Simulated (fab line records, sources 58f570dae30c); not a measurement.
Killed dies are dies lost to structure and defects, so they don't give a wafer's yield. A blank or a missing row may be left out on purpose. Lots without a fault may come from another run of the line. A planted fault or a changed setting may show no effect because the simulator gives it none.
Which tool did it? | flow berkeley_cmos170 | 14 lots, 42 wafers sampled, at 6 steps of a route of 331

WHAT THE GAUGES READ, wafer by wafer
UCB170_PVT_OVL_MEAS_06.
lot  | measured     | on         | PVT_OVL (nm)
L274 | day 6 23:23  | overlay-01 | 1 2 5
L275 | day 6 23:40  | overlay-02 | 3 9 1
L277 | day 7 09:26  | overlay-02 | -11 -10 1
L276 | day 7 10:43  | overlay-02 | 9 7 1
L279 | day 7 19:47  | overlay-01 | -4 0 0
L280 | day 7 20:03  | overlay-01 | -3 2 0
L278 | day 7 20:05  | overlay-02 | 1 2 2
L286 | day 9 21:33  | overlay-01 | 1 -1 -3
L290 | day 10 19:39 | overlay-02 | -7 -12 -4
L288 | day 10 19:55 | overlay-01 | 15 2 6
L292 | day 11 05:35 | overlay-02 | 2 1 -3
L293 | day 11 05:55 | overlay-01 | 3 -6 2
L295 | day 12 00:47 | overlay-02 | -1 -1 -3
L294 | day 12 01:04 | overlay-01 | 4 2 4

UCB170_SPACER_THK_MEAS_01.
lot  | measured     | on            | SPACER_TEOS_THK (nm)
L274 | day 7 19:55  | film_metro-03 | 362 375 380
L275 | day 7 20:23  | film_metro-02 | 378 377 386
L277 | day 8 06:44  | film_metro-04 | 378 383 383
L276 | day 8 06:59  | film_metro-03 | 368 374 374
L279 | day 8 23:07  | film_metro-02 | 377 384 382
L280 | day 8 23:06  | film_metro-03 | 376 377 380
L278 | day 8 23:19  | film_metro-02 | 369 372 372
L286 | day 10 21:37 | film_metro-02 | 379 379 325
L290 | day 11 19:54 | film_metro-02 | 374 377 377
L288 | day 11 20:04 | film_metro-03 | 381 326 383
L292 | day 12 00:09 | film_metro-03 | 372 379 380
L293 | day 12 01:22 | film_metro-02 | 368 372 380
L295 | day 13 12:22 | film_metro-02 | 381 377 384
L294 | day 13 12:20 | film_metro-04 | 371 377 378

UCB170_NSD_CD_MEAS_06: target cd 1200 nm.
lot  | measured     | on        | cd_nm (nm)
L274 | day 8 07:02  | cd_sem-02 | 1203.2 1202.8 1201.8
L275 | day 8 06:31  | cd_sem-01 | 1200.5 1199.3 1200.7
L277 | day 8 20:09  | cd_sem-02 | 1200.9 1200.8 1201.7
L276 | day 8 19:51  | cd_sem-01 | 1200.2 1201.4 1200.7
L279 | day 9 11:01  | cd_sem-01 | 1201.4 1201.6 1200.6
L280 | day 9 10:26  | cd_sem-01 | 1198.0 1197.9 1199.8
L278 | day 9 11:13  | cd_sem-01 | 1201.6 1200.4 1199.6
L286 | day 11 07:31 | cd_sem-01 | 1202.9 1199.4 1202.1
L290 | day 12 04:59 | cd_sem-02 | 1197.7 1198.5 1198.5
L288 | day 12 05:29 | cd_sem-01 | 1198.2 1199.8 1198.4
L292 | day 12 06:44 | cd_sem-02 | 1201.9 1200.7 1198.9
L293 | day 12 07:10 | cd_sem-01 | 1200.1 1198.6 1199.7
L295 | day 13 22:34 | cd_sem-01 | 1196.2 1196.3 1198.4
L294 | day 13 22:28 | cd_sem-02 | 1199.5 1200.6 1199.6

UCB170_CONTACT_THK_MEAS_02.
lot  | measured     | on            | CONTACT_PSG_THK (nm)
L274 | day 8 12:49  | film_metro-01 | 701 697 703
L275 | day 8 11:03  | film_metro-02 | 705 708 711
L277 | day 9 01:55  | film_metro-02 | 699 707 700
L276 | day 9 01:12  | film_metro-02 | 697 703 703
L279 | day 9 17:43  | film_metro-03 | 703 702 702
L280 | day 9 17:42  | film_metro-01 | 694 690 690
L278 | day 9 17:46  | film_metro-01 | 686 689 697
L286 | day 11 12:48 | film_metro-02 | 696 696 701
L290 | day 12 09:17 | film_metro-03 | 705 704 700
L288 | day 12 11:04 | film_metro-03 | 705 705 705
L292 | day 12 12:14 | film_metro-03 | 692 689 694
L293 | day 12 12:50 | film_metro-01 | 699 697 697
L295 | day 14 03:31 | film_metro-01 | 705 709 705
L294 | day 14 02:56 | film_metro-03 | 704 711 702

WHICH TOOL RAN EACH LOT (tool, then ch and the chambers of the sampled wafers, then the start)
lot  | UCB170_SPACER_CVD_00            | UCB170_SPACER_ETCHBACK_03
L274 | pecvd-04 ch 0,1,2, day 7 19:53  | rie_diel-03 ch 1,2,3, day 8 03:33
L275 | pecvd-01 ch 0,1,2, day 7 20:20  | rie_diel-01 ch 1,2,3, day 8 03:33
L277 | pecvd-01 ch 1,2, day 8 06:41    | rie_diel-03 ch 1,2, day 8 16:28
L276 | pecvd-04 ch 0,2, day 8 06:56    | rie_diel-02 ch 2,3, day 8 16:28
L279 | pecvd-01 ch 0,1,2, day 8 23:04  | rie_diel-01 ch 1,2, day 9 07:59
L280 | pecvd-03 ch 0,1,2, day 8 23:04  | rie_diel-03 ch 0,2,3, day 9 07:59
L278 | pecvd-04 ch 0,1,2, day 8 23:16  | rie_diel-02 ch 0,1, day 9 07:59
L286 | pecvd-03 ch 0,1,2, day 10 21:34 | rie_diel-01 ch 1,2, day 11 04:45
L290 | pecvd-04 ch 0,2, day 11 19:51   | rie_diel-03 ch 0,1,3, day 12 00:01
L288 | pecvd-03 ch 0,1,2, day 11 20:01 | rie_diel-01 ch 1,2,3, day 12 00:05
L292 | pecvd-01 ch 0,1,2, day 12 00:06 | rie_diel-03 ch 0,2, day 12 03:10
L293 | pecvd-04 ch 1,2, day 12 01:19   | rie_diel-02 ch 0,2, day 12 03:10
L295 | pecvd-01 ch 0,1,2, day 13 12:19 | rie_diel-01 ch 0,1,3, day 13 16:16
L294 | pecvd-04 ch 0,1,2, day 13 12:17 | rie_diel-03 ch 0,1, day 13 16:16
- UCB170_SPACER_CVD_00: deposits SiO2 from TEOS/O2, target thk 376 nm, time 47 s.
- UCB170_SPACER_ETCHBACK_03: etches SiO2 in CHF3/CF4/Ar, stops on Si, target depth 376 nm, time 100 s.

WHAT THE TOOLS THEMSELVES READ (means of the sampled wafers that have a number; where no wafer has one, the mark that the record gives instead)
UCB170_SPACER_CVD_00.
lot  | tool     | heater_power_w (W)
L274 | pecvd-04 | 246
L275 | pecvd-01 | 246
L277 | pecvd-01 | 306
L276 | pecvd-04 | 292
L279 | pecvd-01 | 234
L280 | pecvd-03 | 368
L278 | pecvd-04 | 241
L286 | pecvd-03 | 343
L290 | pecvd-04 | 297
L288 | pecvd-03 | 338
L292 | pecvd-01 | 252
L293 | pecvd-04 | 306
L295 | pecvd-01 | 251
L294 | pecvd-04 | 262

UCB170_SPACER_ETCHBACK_03.
lot  | tool        | drypump_motor_current_A (A) | oes_product_au (a.u.) | throttle_valve_pct (%)
L274 | rie_diel-03 | 5.65                        | 0.901                 | 6.54
L275 | rie_diel-01 | 5.72                        | 0.903                 | 6.47
L277 | rie_diel-03 | 5.92                        | 0.916                 | 6.53
L276 | rie_diel-02 | 5.90                        | 0.893                 | 6.50
L279 | rie_diel-01 | 5.83                        | 0.901                 | 6.50
L280 | rie_diel-03 | 5.49                        | 0.914                 | 6.46
L278 | rie_diel-02 | 5.78                        | 0.881                 | 6.46
L286 | rie_diel-01 | 5.60                        | 0.867                 | 6.48
L290 | rie_diel-03 | 5.64                        | 0.910                 | 6.55
L288 | rie_diel-01 | 5.73                        | 0.877                 | 6.45
L292 | rie_diel-03 | 5.59                        | 0.921                 | 6.38
L293 | rie_diel-02 | 5.66                        | 0.890                 | 6.48
L295 | rie_diel-01 | 5.81                        | 0.901                 | 6.50
L294 | rie_diel-03 | 5.73                        | 0.910                 | 6.46

THE ANSWER, worked out from the rows above alone
Rule: what is usual is taken from the lots themselves. Put in order of their means at a reading, lots are off if they are a third of the lots or fewer, leave a main group of 4 or more, and stand apart from it by a gap of 3 or more times the standard deviation of the main group's means; of several such gaps the widest counts. A main group whose means are all the same, to the digits that the tables above print for the reading, isn't used. A lot without any number at a reading at which 4 lots or more have one is off too. The other lots that the step has rows for count as sound. The gauges are gone through in route order, then the tools' own readings, and for those a lot's mean is taken as printed above. The first step at which some lot is off is used, and at that step the reading that is off furthest; a lot without a number counts as furthest.
No lot is off at any reading shown: from this, nothing can be told.

WHAT THE SIMULATOR HAD PUT IN
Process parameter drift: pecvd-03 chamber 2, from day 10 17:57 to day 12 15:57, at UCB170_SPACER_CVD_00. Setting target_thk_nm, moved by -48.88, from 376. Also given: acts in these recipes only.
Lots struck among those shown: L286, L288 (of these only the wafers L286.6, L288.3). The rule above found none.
